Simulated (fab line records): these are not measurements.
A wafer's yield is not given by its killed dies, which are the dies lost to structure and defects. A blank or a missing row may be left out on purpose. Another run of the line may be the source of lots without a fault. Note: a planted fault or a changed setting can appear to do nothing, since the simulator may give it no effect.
The tool behind it: which one? | flow rit cmos | 33 wafers from 11 lots sampled at 3 of the route's 202 steps

## WHAT THE GAUGES READ, wafer by wafer
RIT_FOX1_THK_MEAS_01. Usual: FOX1_OXIDE_THK gives 351 nm (standard deviation 9.6).
lot  | measured    | on            | FOX1_OXIDE_THK (nm) | flag
L227 | day 1 17:52 | film metro-02 | 347 346 350         |
L228 | day 1 23:03 | film metro-02 | 356 359 356         |
L229 | day 2 05:10 | film metro-02 | 357 355 364         |
L237 | day 3 21:19 | film metro-01 | 340 344 350         |
L238 | day 4 01:37 | film metro-02 | 349 357 356         |
L240 | day 4 11:17 | film metro-02 | 355 358 360         |
L242 | day 4 20:09 | film metro-01 | 356 353 355         |
L246 | day 5 19:19 | film metro-04 | 360 350 349         |
L247 | day 5 21:13 | film metro-01 | 361 358 366         |
L249 | day 6 08:06 | film metro-04 | 365 359 364         |
L250 | day 6 14:34 | film metro-01 | 362 355 361         |

RIT_NWELL_TW_MEAS_10. Usual: NWELL_TW gives 2137 (standard deviation 9.7).
lot  | measured    | on            | NWELL_TW       | flag
L227 | day 1 21:55 | film metro-02 | 2145 2144 2140 |
L228 | day 2 03:03 | film metro-01 | 2146 2144 2142 |
L229 | day 2 09:10 | film metro-01 | 2143 2150 2145 |
L237 | day 4 01:20 | film metro-03 | 2042 2029 2049 | OFF
L238 | day 4 05:41 | film metro-01 | 2051 2046 2068 | OFF
L240 | day 4 15:26 | film metro-02 | 2138 2162 2148 |
L242 | day 5 00:08 | film metro-01 | 2126 2146 2139 |
L246 | day 6 00:26 | film metro-01 | 2137 2132 2133 |
L247 | day 6 01:38 | film metro-02 | 2153 2150 2142 |
L249 | day 6 12:14 | film metro-02 | 2147 2153 2148 |
L250 | day 6 19:22 | film metro-03 | 2133 2141 2131 |

## WHAT TOOL EACH LOT RAN ON (gives the tool, then ch and the chambers of the sampled wafers, and finally the start)
lot  | RIT_NWELL_IMPLANT_08
L227 | implanter-01 ch 0, day 1 21:37
L228 | implanter-03 ch 0, day 2 02:44
L229 | implanter-03 ch 0, day 2 08:51
L237 | implanter-03 ch 0, day 4 01:04
L238 | implanter-03 ch 0, day 4 05:22
L240 | implanter-02 ch 0, day 4 15:07
L242 | implanter-02 ch 0, day 4 23:49
L246 | implanter-01 ch 0, day 6 00:08
L247 | implanter-02 ch 0, day 6 01:19
L249 | implanter-02 ch 0, day 6 11:55
L250 | implanter-02 ch 0, day 6 19:04
- RIT_NWELL_IMPLANT_08

## AS READ BY THE TOOLS THEMSELVES (means over the sampled wafers that have a number; for cases with no such wafer, the mark the record gives instead)
RIT_NWELL_IMPLANT_08. Usual: beam energy keV 170.00, standard deviation 0.051; tilt deg 6.999 degrees, standard deviation 0.022.
lot  | tool         | beam energy keV | tilt deg (degrees) | flag
L227 | implanter-01 | 169.94          | 6.993              |
L228 | implanter-03 | 170.07          | 6.974              |
L229 | implanter-03 | 169.97          | 6.985              |
L237 | implanter-03 | 139.38          | 6.995              | OFF
L238 | implanter-03 | 139.43          | 7.000              | OFF
L240 | implanter-02 | 169.95          | 6.984              |
L242 | implanter-02 | 170.02          | 6.989              |
L246 | implanter-01 | 170.05          | 7.005              |
L247 | implanter-02 | 169.93          | 6.970              |
L249 | implanter-02 | 170.02          | 6.983              |
L250 | implanter-02 | 170.01          | 6.969              |

## THE ANSWER, worked out from the rows above alone
Rule: a lot counts as off when the mean over its wafers that have a number is more than 3 standard deviations away from the usual mean. Also off: a lot with no number at a reading for which 4 or more lots have one. The other lots that the step has rows for count as sound. First the gauges in route order, then the tools' own readings, where a lot's mean is used as printed above. The first step at which some lot is off is used, and at that step the reading that is off furthest; a lot without a number counts as furthest.
Off: L237, L238, seen at RIT_NWELL_TW_MEAS_10 (NWELL_TW).
A tool fits if, at a process step before that reading, it ran every lot that is off, and no sound lot after the first of them. Not tried: the gauges at RIT_NWELL_TW_MEAS_10; whatever is off there is also off at RIT_NWELL_IMPLANT_08, on other tools, and gauge error can't account for it. One fits: implanter-03 at RIT_NWELL_IMPLANT_08. A fault onset in the window from L229 (day 2 08:51, its last sound lot) to L237 (day 4 01:04, its first lot off) fits.
The tool's own readings at RIT_NWELL_IMPLANT_08 bear it out: on the lots that are off they differ by more than 5 times the standard deviation of the sound lots' means. beam energy keV reads 139.41 there against 170.00 on the sound lots.

## WHAT HAD BEEN PUT IN BY THE SIMULATOR
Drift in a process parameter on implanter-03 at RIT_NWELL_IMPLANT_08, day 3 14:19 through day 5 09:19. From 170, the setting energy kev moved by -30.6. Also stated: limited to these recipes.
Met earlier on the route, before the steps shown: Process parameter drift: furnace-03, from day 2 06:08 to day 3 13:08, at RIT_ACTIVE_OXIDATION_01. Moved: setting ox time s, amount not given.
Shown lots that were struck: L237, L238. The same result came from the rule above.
